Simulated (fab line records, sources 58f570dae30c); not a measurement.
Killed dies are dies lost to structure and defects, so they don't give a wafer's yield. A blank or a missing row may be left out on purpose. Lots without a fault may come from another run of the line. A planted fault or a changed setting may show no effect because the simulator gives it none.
Which tool did it? | flow berkeley_cmos170 | 13 lots, 39 wafers sampled, at 3 steps of a route of 331

WHAT THE GAUGES READ, wafer by wafer
UCB170_ACTIVE_CD_MEAS_90: target cd 1200 nm. Usual: cd_nm 1200.5 nm, standard deviation 1.3.
lot  | measured    | on        | cd_nm (nm)           | flag
L805 | day 4 16:43 | cd_sem-01 | 1199.8 1199.6 1200.2 |
L806 | day 4 16:57 | cd_sem-02 | 1200.1 1201.6 1201.3 |
L807 | day 5 00:00 | cd_sem-01 | 1201.1 1200.5 1200.7 |
L809 | day 5 00:13 | cd_sem-01 | 1202.0 1201.2 1201.8 |
L808 | day 5 00:20 | cd_sem-02 | 1199.5 1199.5 1200.4 |
L810 | day 5 07:41 | cd_sem-01 | 1200.7 1201.1 1199.4 |
L816 | day 6 20:32 | cd_sem-01 | 1202.1 1201.6 1201.9 |
L818 | day 6 20:36 | cd_sem-02 | 1200.4 1199.9 1199.5 |
L822 | day 7 16:38 | cd_sem-01 | 1199.8 1198.9 1198.4 |
L823 | day 7 21:53 | cd_sem-01 | 1202.8 1201.6 1201.6 |
L824 | day 8 04:11 | cd_sem-02 | 1199.1 1199.7 1199.0 |
L827 | day 9 02:36 | cd_sem-01 | 1202.1 1201.3 1202.0 |
L828 | day 9 02:42 | cd_sem-01 | 1199.0 1199.1 1198.4 |

UCB170_CONTACT_THK_MEAS_02. Usual: CONTACT_PSG_THK 705 nm, standard deviation 6.3.
lot  | measured     | on            | CONTACT_PSG_THK (nm) | flag
L805 | day 7 10:50  | film_metro-04 | 704 705 702          |
L806 | day 7 09:04  | film_metro-03 | 709 713 700          |
L807 | day 7 16:14  | film_metro-04 | 710 709 714          |
L809 | day 7 16:13  | film_metro-02 | 706 712 711          |
L808 | day 7 16:13  | film_metro-03 | 700 694 693          |
L810 | day 7 18:14  | film_metro-04 | 696 698 696          |
L816 | day 9 22:56  | film_metro-04 | 709 703 709          |
L818 | day 9 21:08  | film_metro-04 | 705 703 703          |
L822 | day 10 11:40 | film_metro-03 | 709 708 706          |
L823 | day 10 16:55 | film_metro-02 | 704 698 699          |
L824 | day 11 04:45 | film_metro-04 | 716 718 720          |
L827 | day 11 18:20 | film_metro-02 | 703 705 696          |
L828 | day 11 17:39 | film_metro-03 | 710 710 713          |

UCB170_M2_RS_MEAS_02: measures by four-point-probe. Usual: M2_AL_RS 0.0322 ohm/sq, standard deviation 0.00036.
lot  | measured     | on            | M2_AL_RS (ohm/sq)    | flag
L805 | day 7 22:43  | film_metro-02 | 0.0327 0.0329 0.0323 |
L806 | day 7 19:46  | film_metro-01 | 0.0326 0.0324 0.0322 |
L807 | day 8 04:19  | film_metro-02 | 0.0317 0.0317 0.0321 |
L809 | day 8 04:36  | film_metro-01 | 0.0324 0.0321 0.0320 |
L808 | day 8 05:02  | film_metro-01 | 0.0318 0.0322 0.0319 |
L810 | day 8 04:46  | film_metro-04 | 0.0323 0.0325 0.0323 |
L816 | day 10 15:10 | film_metro-02 | 0.0324 0.0327 0.0326 |
L818 | day 10 11:54 | film_metro-04 | 0.0319 0.0317 0.0321 |
L822 | day 11 02:25 | film_metro-04 | 0.0317 0.0320 0.0325 |
L823 | day 11 08:56 | film_metro-04 | 0.0320 0.0322 0.0319 |
L824 | day 11 16:56 | film_metro-02 | 0.0318 0.0317 0.0317 |
L827 | day 12 09:01 | film_metro-02 | 0.0322 0.0320 0.0318 |
L828 | day 12 05:19 | film_metro-02 | 0.0321 0.0321 0.0319 |

WHICH TOOL RAN EACH LOT (tool, then ch and the chambers of the sampled wafers, then the start)
The record holds no process step before these readings.

WHAT THE TOOLS THEMSELVES READ (means of the sampled wafers that have a number; where no wafer has one, the mark that the record gives instead)
The record holds no such reading with a usual standard deviation.

THE ANSWER, worked out from the rows above alone
Rule: a lot is off if the mean of its wafers that have a number lies more than 3 standard deviations from the usual mean. A lot without any number at a reading at which 4 lots or more have one is off too. The other lots that the step has rows for count as sound. The gauges are gone through in route order, then the tools' own readings, and for those a lot's mean is taken as printed above. The first step at which some lot is off is used, and at that step the reading that is off furthest; a lot without a number counts as furthest.
No lot is off at any reading shown: from this, nothing can be told.

WHAT THE SIMULATOR HAD PUT IN
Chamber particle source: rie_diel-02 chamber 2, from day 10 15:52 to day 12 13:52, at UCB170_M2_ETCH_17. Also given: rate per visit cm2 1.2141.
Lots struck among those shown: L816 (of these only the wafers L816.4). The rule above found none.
